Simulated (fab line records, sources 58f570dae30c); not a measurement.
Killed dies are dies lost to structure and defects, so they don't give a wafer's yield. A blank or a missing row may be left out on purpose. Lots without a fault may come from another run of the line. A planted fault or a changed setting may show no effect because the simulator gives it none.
Tool commonality check | flow berkeley_cmos170 | 14 lots, 42 wafers sampled

WHY IT WAS OPENED
At UCB170_PSD_TW_MEAS_10 the reading PSD_TW is flagged on 2 of 14 lots. Wafers without a fault read 2322, standard deviation 17.
Rule: a lot is flagged when every wafer of it that has a number lies more than 4 standard deviations from that mean, or none has a number. The other lots count as sound.

lot  | measured     | on            | PSD_TW, wafer by wafer | flag
L949 | day 6 10:53  | film_metro-01 | 2317 2318 2324         |
L948 | day 6 11:07  | film_metro-01 | 2333 2322 2321         |
L951 | day 7 03:38  | film_metro-02 | 2317 2336 2330         |
L950 | day 7 03:53  | film_metro-04 | 2308 2312 2315         |
L952 | day 7 16:48  | film_metro-02 | 2326 2329 2327         |
L953 | day 7 17:04  | film_metro-04 | 2302 2318 2314         |
L955 | day 8 05:16  | film_metro-01 | 2314 2327 2315         |
L957 | day 8 13:23  | film_metro-04 | 2313 2310 2322         |
L956 | day 8 13:40  | film_metro-01 | 2328 2305 2295         |
L959 | day 9 05:43  | film_metro-01 | 2335 2331 2335         |
L962 | day 10 00:10 | film_metro-01 | 1937 1936 1931         | FLAGGED
L967 | day 10 21:10 | film_metro-02 | 1951 1956 1947         | FLAGGED
L969 | day 11 04:33 | film_metro-04 | 2296 2289 2294         |
L970 | day 11 04:43 | film_metro-02 | 2352 2345 2343         |
The numbers of the flagged lots are 1943 on average: -379 against the usual, or -22 standard deviations.

WHICH TOOL RAN EACH LOT
The record holds 2 process steps before the reading, out of a route of 331 steps. In each cell: the tool, then ch and the chambers that the sampled wafers went through, then the start.
lot  | flag    | UCB170_PSD_IMPLANT_08           | UCB170_PSD_STRIP_09
L949 |         | implanter-01 ch 0, day 6 10:38  | plasma_asher-04 ch 0,1, day 6 10:47
L948 |         | implanter-03 ch 0, day 6 10:52  | plasma_asher-03 ch 0, day 6 11:01
L951 |         | implanter-04 ch 0, day 7 03:24  | plasma_asher-02 ch 0,1, day 7 03:31
L950 |         | implanter-03 ch 0, day 7 03:41  | plasma_asher-03 ch 0,1, day 7 03:48
L952 |         | implanter-03 ch 0, day 7 16:35  | plasma_asher-04 ch 0,1, day 7 16:43
L953 |         | implanter-01 ch 0, day 7 16:49  | plasma_asher-02 ch 0,1, day 7 16:58
L955 |         | implanter-03 ch 0, day 8 05:01  | plasma_asher-02 ch 0,1, day 8 05:10
L957 |         | implanter-03 ch 0, day 8 13:08  | plasma_asher-02 ch 0,1, day 8 13:17
L956 |         | implanter-01 ch 0, day 8 13:26  | plasma_asher-02 ch 0, day 8 13:33
L959 |         | implanter-03 ch 0, day 9 05:28  | plasma_asher-04 ch 0,1, day 9 05:37
L962 | FLAGGED | implanter-03 ch 0, day 9 23:55  | plasma_asher-02 ch 0,1, day 10 00:04
L967 | FLAGGED | implanter-03 ch 0, day 10 20:58 | plasma_asher-02 ch 0,1, day 10 21:04
L969 |         | implanter-04 ch 0, day 11 04:18 | plasma_asher-02 ch 0,1, day 11 04:27
L970 |         | implanter-01 ch 0, day 11 04:28 | plasma_asher-04 ch 0,1, day 11 04:37
What these steps do:
- UCB170_PSD_IMPLANT_08
- UCB170_PSD_STRIP_09: strips in O2.
- UCB170_PSD_TW_MEAS_10

FLAGGED OVER TOTAL, TOOL BY TOOL (the gauges that took the reading come last)
step                  | tool            | lots run | flagged | share of the flagged lots | sound lots run after its first flagged lot
UCB170_PSD_IMPLANT_08 | implanter-01    | 4        | 0       | none                      | -
UCB170_PSD_IMPLANT_08 | implanter-03    | 8        | 2       | all                       | 0
UCB170_PSD_IMPLANT_08 | implanter-04    | 2        | 0       | none                      | -
UCB170_PSD_STRIP_09   | plasma_asher-02 | 8        | 2       | all                       | 1 (L969)
UCB170_PSD_STRIP_09   | plasma_asher-03 | 2        | 0       | none                      | -
UCB170_PSD_STRIP_09   | plasma_asher-04 | 4        | 0       | none                      | -
UCB170_PSD_TW_MEAS_10 | film_metro-01   | 6        | 1       | some                      | 0
UCB170_PSD_TW_MEAS_10 | film_metro-02   | 4        | 1       | some                      | 1 (L970)
UCB170_PSD_TW_MEAS_10 | film_metro-04   | 4        | 0       | none                      | -

WHAT THE TABLE ALLOWS
2 rows of the table ran every flagged lot: implanter-03 at UCB170_PSD_IMPLANT_08, plasma_asher-02 at UCB170_PSD_STRIP_09.
- implanter-03 at UCB170_PSD_IMPLANT_08: 2 of its 8 lots flagged. Its last sound lot is L959 (day 9 05:28), its first flagged lot L962 (day 9 23:55): a fault that began between those two fits. Its own readings lie more than 4 standard deviations out on every wafer of the flagged lots: dose_ions_cm2, end_station_pressure_torr, faraday_current_uA.
- plasma_asher-02 at UCB170_PSD_STRIP_09: 2 of its 8 lots flagged. Sound lots ran on it after the first flagged one (L969), which a lasting fault on the whole tool wouldn't allow. Its own readings lie more than 4 standard deviations out on every wafer of the flagged lots: oes_product_au, strip_time_to_endpoint_s.
One tool is left: implanter-03 at UCB170_PSD_IMPLANT_08.

WHAT THE SIMULATOR HAD PUT IN
Process parameter drift: implanter-03, from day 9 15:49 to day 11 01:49, at UCB170_PSD_IMPLANT_08. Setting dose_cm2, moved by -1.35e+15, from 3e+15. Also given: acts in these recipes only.
Lots struck among those shown: L962, L967. The rule above found the same.
